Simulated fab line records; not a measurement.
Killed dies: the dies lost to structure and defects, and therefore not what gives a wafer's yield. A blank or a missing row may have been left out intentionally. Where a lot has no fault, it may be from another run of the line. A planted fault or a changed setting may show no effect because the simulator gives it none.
A struck lot beside a sound one || flow ritCmos || 14 steps out of a route of 202
Sound: these wafers, L264.1, L264.4, L264.5. Struck: wafers L270.3, L270.4, L270.6. At the end, the cause is stated.
Per side, at each step with rows, come the tool, then ch with its chambers, and then its first start. Under that, the readings that differ: sound wafers || struck wafers || difference of the means || sigmas: that difference in standard deviations of wafers without a fault.
alike: readings with means less than 2 such deviations apart, plus words and numbers identical on both sides. not compared: withheld readings, readings lacking a value on some wafer, bounds such as >300 that could conceal the same value, and numbers that have no deviation in the record and whose values overlap.
The two part at a step that has a row with sigmas, a row that says differs or no value, or rows on one side only. Numbers that have no deviation but don't overlap get no sigmas and don't part them. A reading that every wafer of one side lacks parts them only if that side has two wafers or more.

first, 2 steps without rows for these wafers: RIT_GATE_CLEAN_03 (cleans in SC2, time 600 s); RIT_GATE_CLEAN_04 (cleans in dHF, time 60 s).
RIT_FOX2_THK_MEAS_91:
  struck on filmMetro-02, day 4 00:59; sound on filmMetro-03, day 2 23:32
  alike: FIELD_OXIDE_LEFT_2_THK
then, 2 steps without rows for these wafers: RIT_GATE_OXIDATION_05 (target thk 3 nm, ox time 270 s); RIT_GATE_ANNEAL_06 (time 600 s).
RIT_GATE_THK_MEAS_07:
  struck on filmMetro-01, day 4 02:23; sound on filmMetro-01, day 3 01:29
  alike: GATE_OXIDE_THK
then, 1 step without rows for these wafers: RIT_GATE_CVD_08 (deposits poly-Si from SiH4, target thk 250 nm, time 2220 s).
RIT_GATE_THK_MEAS_09:
  struck on filmMetro-03, day 4 04:03; sound on filmMetro-03, day 3 03:10
  alike: GATE_POLY_THK
then, 4 steps without rows for these wafers: RIT_GATE_HMDS_10 (prime time 60 s); RIT_GATE_COAT_11 (resist thk 850 nm); RIT_GATE_SOFTBAKE_12 (time 60 s); RIT_GATE_EXPOSE_13 (exposes mask M6, target cd 150 nm).
RIT_GATE_PEB_14:
  sound on lithoTrack-01 ch 0, day 3 03:55; struck on lithoTrack-04, day 4 04:50
{"reading": "exhaustPa (Pa)", "sound": "45.9 45.1 45.4", "struck": "- - -", "difference": "no value on the struck wafers", "sigmas": ""}
  not compared: chillPlateTempC
then, 1 step without rows for these wafers: RIT_GATE_DEVELOP_15 (develop time 48.59 s).

WHERE THEY PART
Within this record, at RIT_GATE_PEB_14 only.

WHY: the cause the simulator had injected
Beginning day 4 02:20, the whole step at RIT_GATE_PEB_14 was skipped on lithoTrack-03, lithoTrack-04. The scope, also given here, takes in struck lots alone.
